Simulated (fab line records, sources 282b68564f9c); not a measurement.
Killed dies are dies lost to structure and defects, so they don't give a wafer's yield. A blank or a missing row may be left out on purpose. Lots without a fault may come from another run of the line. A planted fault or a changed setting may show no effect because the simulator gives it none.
Split-lot experiment | flow rit_cmos | 5 lots, 23 wafers read, on a route of 202 steps

THE SPLIT
At RIT_CONTACT_CVD_00 (deposits SiO2 from TEOS, target thk 400 nm, time 61 s), the setting time_s was moved away from the recipe's 61 s on 8 of the 23 wafers read, by +3.9% to +13.1%. The other wafers ran this setting at the recipe's value.

The file shows no step between the split and the reading.

THE READING
CONTACT_TEOS_THK, in nm, at RIT_CONTACT_THK_MEAS_01. Fault-free wafers of this fab line usually give 402 nm, standard deviation 5.1 nm.

wafer  | tool, chamber at the split | time_s as run, s | against the recipe | CONTACT_TEOS_THK, nm | against lot-mates on the recipe
L075.1 | pecvd-03, 1                | 61               | recipe             | 402                  | -
L075.2 | pecvd-03, 2                | 61               | recipe             | 399                  | -
L075.3 | pecvd-03, 0                | 61               | recipe             | 395                  | -
L077.1 | pecvd-02, 0                | 61               | recipe             | 389                  | -
L077.3 | pecvd-02, 1,0              | 61               | recipe             | 394                  | -
L077.4 | pecvd-02, 2                | 63.35            | +3.9%              | 417                  | +24
L077.5 | pecvd-02, 1                | 63.35            | +3.9%              | 420                  | +27
L077.6 | pecvd-02, 1,0              | 61               | recipe             | 397                  | -
L078.2 | pecvd-03, 1                | 61               | recipe             | 403                  | -
L078.3 | pecvd-03, 0                | 66.25            | +8.6%              | 429                  | +23
L078.4 | pecvd-03, 2                | 66.25            | +8.6%              | 437                  | +31
L078.5 | pecvd-03, 0                | 61               | recipe             | 403                  | -
L078.6 | pecvd-03, 1                | 61               | recipe             | 413                  | -
L080.1 | pecvd-02, 0                | 63.67            | +4.4%              | 410                  | +9
L080.2 | pecvd-02, 1                | 63.67            | +4.4%              | 415                  | +14
L080.3 | pecvd-02, 2                | 61               | recipe             | 400                  | -
L080.4 | pecvd-02, 1                | 61               | recipe             | 402                  | -
L080.6 | pecvd-02, 2                | 61               | recipe             | 402                  | -
L084.1 | pecvd-03, 1                | 69.02            | +13.1%             | 457                  | +54
L084.3 | pecvd-03, 0                | 61               | recipe             | 397                  | -
L084.4 | pecvd-03, 1                | 61               | recipe             | 409                  | -
L084.5 | pecvd-03, 0                | 61               | recipe             | 402                  | -
L084.6 | pecvd-03, 2                | 69.02            | +13.1%             | 460                  | +57
Where a row lists several chambers, the file gives one row for several wafers and doesn't say which wafer went through which chamber.

THE FIT
A straight line over all 23 wafers: CONTACT_TEOS_THK changes by +4.2 nm for each +1% of time_s; r = +0.96; the points scatter about the line by 5.6 nm.
The same after taking each lot's own level away (the mean of its wafers on the recipe; 23 wafers): +3.94 nm for each +1%; r = +0.95; scatter 5.6 nm.
On that fit, the largest move of time_s shifts the reading by 52 nm.
The lots' own levels span 393.3 to 406.3 nm, that is 2.5 times the standard deviation above.
So the lot-to-lot level changes the slope little: the two slopes agree.
Check: with one of the wafers moved furthest among these (+13.1%) left out of the fit, the line predicts +50.8 nm for it against its lot-mates. It came out at +54.3 nm against them.

OTHER SPLITS ON THESE WAFERS
These wafers also went through other splits before the reading. Each is held against what the fit with the lots' levels taken away leaves over:
other split on the same wafers  | wafers away from the commonest value | r with CONTACT_TEOS_THK (lot level and that fit taken away)
RIT_SILICIDE_SPUTTER_01 power_w | 11                                   | +0.00

THE WHOLE CHAIN: every reading that the file lists as answering this split, in the file's order
step                    | what it does                                          | reading                                                                        | change (the file's fit)              | r (the file's)
RIT_CONTACT_CVD_00      | deposits SiO2 from TEOS, target thk 400 nm, time 61 s | SiO2_of_CONTACT_CVD_00.thk_nm (the simulator's own value, which no gauge read) | +3.86 nm for each +1% of the setting | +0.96
RIT_CONTACT_THK_MEAS_01 |                                                       | CONTACT_TEOS_THK                                                               | +3.95 for each +1% of the setting    | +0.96

THE FILE'S OWN FIT
CONTACT_TEOS_THK changes by +3.95 nm for each +1% of time_s, r = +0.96.
